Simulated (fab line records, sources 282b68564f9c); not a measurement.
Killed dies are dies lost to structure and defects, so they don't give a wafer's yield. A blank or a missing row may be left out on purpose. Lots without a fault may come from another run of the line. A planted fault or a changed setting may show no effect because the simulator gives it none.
Which tool did it? | flow rit_cmos | 14 lots, 42 wafers sampled, at 5 steps of a route of 202

WHAT THE GAUGES READ, wafer by wafer
RIT_NLDD_OVL_MEAS_06. Usual: NLDD_OVL 1.1 nm, standard deviation 1.4.
lot  | measured    | on         | NLDD_OVL (nm)  | flag
L673 | day 2 21:32 | overlay-01 | 2.3 1.9 -0.7   |
L675 | day 3 05:09 | overlay-01 | 4.5 3.9 4.4    |
L677 | day 3 14:12 | overlay-01 | 0.6 1.2 2.7    |
L678 | day 3 18:02 | overlay-01 | 1.7 1.7 1.1    |
L679 | day 4 02:04 | overlay-01 | 1.6 1.9 1.6    |
L680 | day 4 08:56 | overlay-02 | 1.7 2.1 2.7    |
L681 | day 4 11:25 | overlay-01 | 2.4 1.2 1.3    |
L682 | day 4 14:58 | overlay-01 | -0.2 -1.5 -0.8 |
L683 | day 4 20:32 | overlay-01 | 0.6 -0.2 0.0   |
L690 | day 6 18:58 | overlay-01 | 0.1 1.8 0.5    |
L691 | day 6 19:13 | overlay-02 | -0.6 0.2 -0.3  |
L692 | day 7 08:29 | overlay-01 | 0.1 1.8 0.8    |
L694 | day 8 05:02 | overlay-02 | 1.9 1.4 2.2    |
L696 | day 8 16:04 | overlay-01 | 2.9 1.7 4.2    |

RIT_M1_CD_MEAS_09: target cd 2600 nm. Usual: cd_nm 2599.4 nm, standard deviation 2.4.
lot  | measured    | on        | cd_nm (nm)           | flag
L673 | day 3 10:50 | cd_sem-02 | 2598.3 2597.9 2598.1 |
L675 | day 3 18:18 | cd_sem-01 | 2600.9 2601.5 2600.6 |
L677 | day 4 03:08 | cd_sem-01 | 2602.5 2603.0 2603.7 |
L678 | day 4 06:57 | cd_sem-02 | 2600.3 2601.3 2600.4 |
L679 | day 4 15:06 | cd_sem-01 | 2598.9 2600.2 2602.7 |
L680 | day 4 22:07 | cd_sem-02 | 2599.4 2600.2 2600.2 |
L681 | day 5 00:34 | cd_sem-02 | 2593.1 2596.0 2594.3 |
L682 | day 5 03:40 | cd_sem-01 | 2599.1 2600.0 2598.5 |
L683 | day 5 10:42 | cd_sem-01 | 2598.2 2600.4 2598.1 |
L690 | day 7 07:58 | cd_sem-01 | 2534.2 2532.1 2530.8 | OFF
L691 | day 7 08:13 | cd_sem-02 | 2597.9 2599.5 2599.2 |
L692 | day 7 21:24 | cd_sem-01 | 2529.2 2530.1 2529.1 | OFF
L694 | day 8 18:41 | cd_sem-02 | 2597.3 2598.9 2599.7 |
L696 | day 9 05:59 | cd_sem-01 | 2600.1 2598.4 2598.6 |

WHICH TOOL RAN EACH LOT (tool, then ch and the chambers of the sampled wafers, then the start)
lot  | RIT_CONTACT_CVD_00             | RIT_CONTACT_ETCH_11               | RIT_M1_COAT_04
L673 | pecvd-03 ch 0,1,2, day 3 07:10 | rie_diel-01 ch 0,1,3, day 3 08:31 | litho_track-03 ch 0, day 3 10:07
L675 | pecvd-04 ch 0,1,2, day 3 14:22 | rie_diel-03 ch 1,2,3, day 3 15:53 | litho_track-03 ch 0, day 3 17:24
L677 | pecvd-01 ch 0,1,2, day 3 23:31 | rie_diel-01 ch 1,2,3, day 4 00:55 | litho_track-03 ch 0, day 4 02:25
L678 | pecvd-04 ch 0,2, day 4 03:11   | rie_diel-02 ch 1,2, day 4 04:43   | litho_track-03 ch 0, day 4 06:14
L679 | pecvd-03 ch 1,2, day 4 11:19   | rie_diel-02 ch 0,1, day 4 12:41   | litho_track-03 ch 0, day 4 14:23
L680 | pecvd-01 ch 0,1,2, day 4 18:09 | rie_diel-03 ch 0,1,2, day 4 19:40 | litho_track-04 ch 0, day 4 21:10
L681 | pecvd-04 ch 1,2, day 4 20:32   | rie_diel-01 ch 0,3, day 4 22:01   | litho_track-03 ch 0, day 4 23:35
L682 | pecvd-03 ch 0,1,2, day 4 23:52 | rie_diel-03 ch 2,3, day 5 01:18   | litho_track-02 ch 0, day 5 02:49
L683 | pecvd-01 ch 0,1, day 5 06:49   | rie_diel-02 ch 0,1,3, day 5 08:20 | litho_track-04 ch 0, day 5 09:51
L690 | pecvd-04 ch 0,1, day 7 04:06   | rie_diel-03 ch 2,3, day 7 05:37   | litho_track-03 ch 0, day 7 07:07
L691 | pecvd-01 ch 0,2, day 7 04:20   | rie_diel-01 ch 0,1, day 7 05:51   | litho_track-02 ch 0, day 7 07:23
L692 | pecvd-03 ch 0,1,2, day 7 17:38 | rie_diel-01 ch 0,1,3, day 7 19:01 | litho_track-03 ch 0, day 7 20:40
L694 | pecvd-01 ch 0,2, day 8 14:56   | rie_diel-03 ch 0,1,3, day 8 16:20 | litho_track-04 ch 0, day 8 17:49
L696 | pecvd-04 ch 0,1, day 9 01:41   | rie_diel-01 ch 0,1,3, day 9 03:38 | litho_track-04 ch 0, day 9 05:08
- RIT_CONTACT_CVD_00: deposits SiO2 from TEOS, target thk 400 nm, time 61 s.
- RIT_CONTACT_ETCH_11: etches SiO2 in CHF3/CF4/Ar, stops on TiSi2, target depth 480 nm, time 320 s.
- RIT_M1_COAT_04: resist thk 1300 nm.

WHAT THE TOOLS THEMSELVES READ (means of the sampled wafers that have a number; where no wafer has one, the mark that the record gives instead)
RIT_CONTACT_CVD_00. Usual: heater_power_w 293 W, standard deviation 37; rf_fwd_power_W 396.9 W, standard deviation 1.5; susceptor_temp_C 389.98 C, standard deviation 0.21.
lot  | tool     | heater_power_w (W) | rf_fwd_power_W (W) | susceptor_temp_C (C) | flag
L673 | pecvd-03 | 309                | 396.8              | 389.92               |
L675 | pecvd-04 | 297                | 395.5              | 390.01               |
L677 | pecvd-01 | 299                | 396.7              | 389.95               |
L678 | pecvd-04 | 242                | 397.0              | 390.00               |
L679 | pecvd-03 | 290                | 397.9              | 390.10               |
L680 | pecvd-01 | 300                | 399.3              | 390.11               |
L681 | pecvd-04 | 302                | 395.3              | 389.90               |
L682 | pecvd-03 | 302                | 396.3              | 389.85               |
L683 | pecvd-01 | 252                | 397.3              | 389.74               |
L690 | pecvd-04 | 308                | 396.9              | 390.12               |
L691 | pecvd-01 | 301                | 397.3              | 389.98               |
L692 | pecvd-03 | 275                | 397.0              | 389.86               |
L694 | pecvd-01 | 269                | 396.9              | 389.92               |
L696 | pecvd-04 | 286                | 395.5              | 390.01               |

RIT_CONTACT_ETCH_11. Usual: O2_flow_sccm 5.000 sccm, standard deviation 0.014; chamber_pressure_mTorr 100.01 mTorr, standard deviation 0.091; drypump_motor_current_A 5.5 A, standard deviation 0.4; oes_product_au 0.986 a.u., standard deviation 0.015; rf_fwd_power_W 199.6 W, standard deviation 0.59; throttle_valve_pct 8.84 %, standard deviation 0.11.
lot  | tool        | O2_flow_sccm (sccm) | chamber_pressure_mTorr (mTorr) | drypump_motor_current_A (A) | oes_product_au (a.u.) | rf_fwd_power_W (W) | throttle_valve_pct (%) | flag
L673 | rie_diel-01 | 4.999               | 100.05                         | 5.7                         | 0.982                 | 200.0              | 8.78                   |
L675 | rie_diel-03 | 4.993               | 99.93                          | 5.5                         | 1.002                 | 199.9              | 8.81                   |
L677 | rie_diel-01 | 4.995               | 100.00                         | 5.9                         | 0.972                 | 199.9              | 8.79                   |
L678 | rie_diel-02 | 5.005               | 99.91                          | 5.3                         | 0.994                 | 199.6              | 8.84                   |
L679 | rie_diel-02 | 4.997               | 99.98                          | 5.1                         | 0.982                 | 199.5              | 8.95                   |
L680 | rie_diel-03 | 5.007               | 99.97                          | 5.4                         | 0.991                 | 200.0              | 8.85                   |
L681 | rie_diel-01 | 5.007               | 100.12                         | 5.8                         | 0.988                 | 199.9              | 8.77                   |
L682 | rie_diel-03 | 5.004               | 100.00                         | 5.6                         | 0.992                 | 199.8              | 8.85                   |
L683 | rie_diel-02 | 4.990               | 100.04                         | 5.4                         | 0.979                 | 199.8              | 8.88                   |
L690 | rie_diel-03 | 4.991               | 100.03                         | 5.5                         | 0.996                 | 199.7              | 8.83                   |
L691 | rie_diel-01 | 4.998               | 99.97                          | 5.8                         | 0.986                 | 199.3              | 8.90                   |
L692 | rie_diel-01 | 4.995               | 99.94                          | 5.7                         | 0.985                 | 199.6              | 8.79                   |
L694 | rie_diel-03 | 4.997               | 99.96                          | 5.2                         | 0.995                 | 199.2              | 8.82                   |
L696 | rie_diel-01 | 5.010               | 100.04                         | 5.8                         | 0.979                 | 199.0              | 8.79                   |

THE ANSWER, worked out from the rows above alone
Rule: a lot is off if the mean of its wafers that have a number lies more than 3 standard deviations from the usual mean. A lot without any number at a reading at which 4 lots or more have one is off too. The other lots that the step has rows for count as sound. The gauges are gone through in route order, then the tools' own readings, and for those a lot's mean is taken as printed above. The first step at which some lot is off is used, and at that step the reading that is off furthest; a lot without a number counts as furthest.
Off: L690, L692, at RIT_M1_CD_MEAS_09 (cd_nm).
A tool fits if, at a process step before that reading, it ran every lot that is off, and no sound lot after the first of them. The gauges at RIT_M1_CD_MEAS_09 are tried like those tools. One fits: litho_track-03 at RIT_M1_COAT_04. Its last sound lot is L681 (day 4 23:35), its first lot that is off L690 (day 7 07:07): a fault that began between those two fits.

WHAT THE SIMULATOR HAD PUT IN
Process parameter drift: litho_track-03, from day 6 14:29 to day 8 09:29, at RIT_M1_COAT_04. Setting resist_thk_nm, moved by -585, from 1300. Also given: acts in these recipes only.
Lots struck among those shown: L690, L692. The rule above found the same.
